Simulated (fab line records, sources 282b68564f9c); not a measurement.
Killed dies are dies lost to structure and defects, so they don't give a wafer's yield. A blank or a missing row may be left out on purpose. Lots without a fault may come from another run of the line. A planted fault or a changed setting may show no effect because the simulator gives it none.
Which tool did it? | flow rit_cmos | 7 lots, 21 wafers sampled, at 2 steps of a route of 202

WHAT THE GAUGES READ, wafer by wafer
RIT_NRETRO_TW_MEAS_10.
lot  | measured    | on            | NRETRO_TW
L383 | day 2 21:11 | film_metro-03 | 1056 1060 1062
L385 | day 3 08:11 | film_metro-03 | 1063 1060 1067
L390 | day 4 09:16 | film_metro-04 | 30 30 30 30 30 30
L395 | day 5 08:39 | film_metro-03 | 1056 1056 1052
L398 | day 6 02:52 | film_metro-03 | 1052 1049 1052
L400 | day 6 09:46 | film_metro-04 | 1051 1047 1042
L402 | day 6 19:54 | film_metro-02 | 1033 1031 1034

WHICH TOOL RAN EACH LOT (tool, then ch and the chambers of the sampled wafers, then the start)
lot  | RIT_PWELL_STRIP_09
L383 | plasma_asher-01 ch 0,1, day 2 14:01
L385 | plasma_asher-03 ch 0,1, day 3 01:07
L390 | plasma_asher-01 ch 0,1, day 4 02:08
L395 | plasma_asher-01 ch 0,1, day 5 01:36
L398 | plasma_asher-01 ch 0,1, day 5 19:38
L400 | plasma_asher-01 ch 0,1, day 6 02:33
L402 | plasma_asher-03 ch 0,1, day 6 12:28
- RIT_PWELL_STRIP_09: strips in O2, time 180 s.

THE ANSWER, worked out from the rows above alone
Rule: what is usual is taken from the lots themselves. Put in order of their means at a reading, lots are off if they are a third of the lots or fewer, leave a main group of 4 or more, and stand apart from it by a gap of 3 or more times the standard deviation of the main group's means; of several such gaps the widest counts. A main group whose means are all the same, to the digits that the tables above print for the reading, isn't used. A lot without any number at a reading at which 4 lots or more have one is off too. The other lots that the step has rows for count as sound.
Off: L390, at RIT_NRETRO_TW_MEAS_10 (NRETRO_TW). The main group: mean 1051, standard deviation 9.9.
A tool fits if, at a process step before that reading, it ran every lot that is off, and no sound lot after the first of them. The gauges at RIT_NRETRO_TW_MEAS_10 are tried like those tools. None of those tried fits.

WHAT THE SIMULATOR HAD PUT IN
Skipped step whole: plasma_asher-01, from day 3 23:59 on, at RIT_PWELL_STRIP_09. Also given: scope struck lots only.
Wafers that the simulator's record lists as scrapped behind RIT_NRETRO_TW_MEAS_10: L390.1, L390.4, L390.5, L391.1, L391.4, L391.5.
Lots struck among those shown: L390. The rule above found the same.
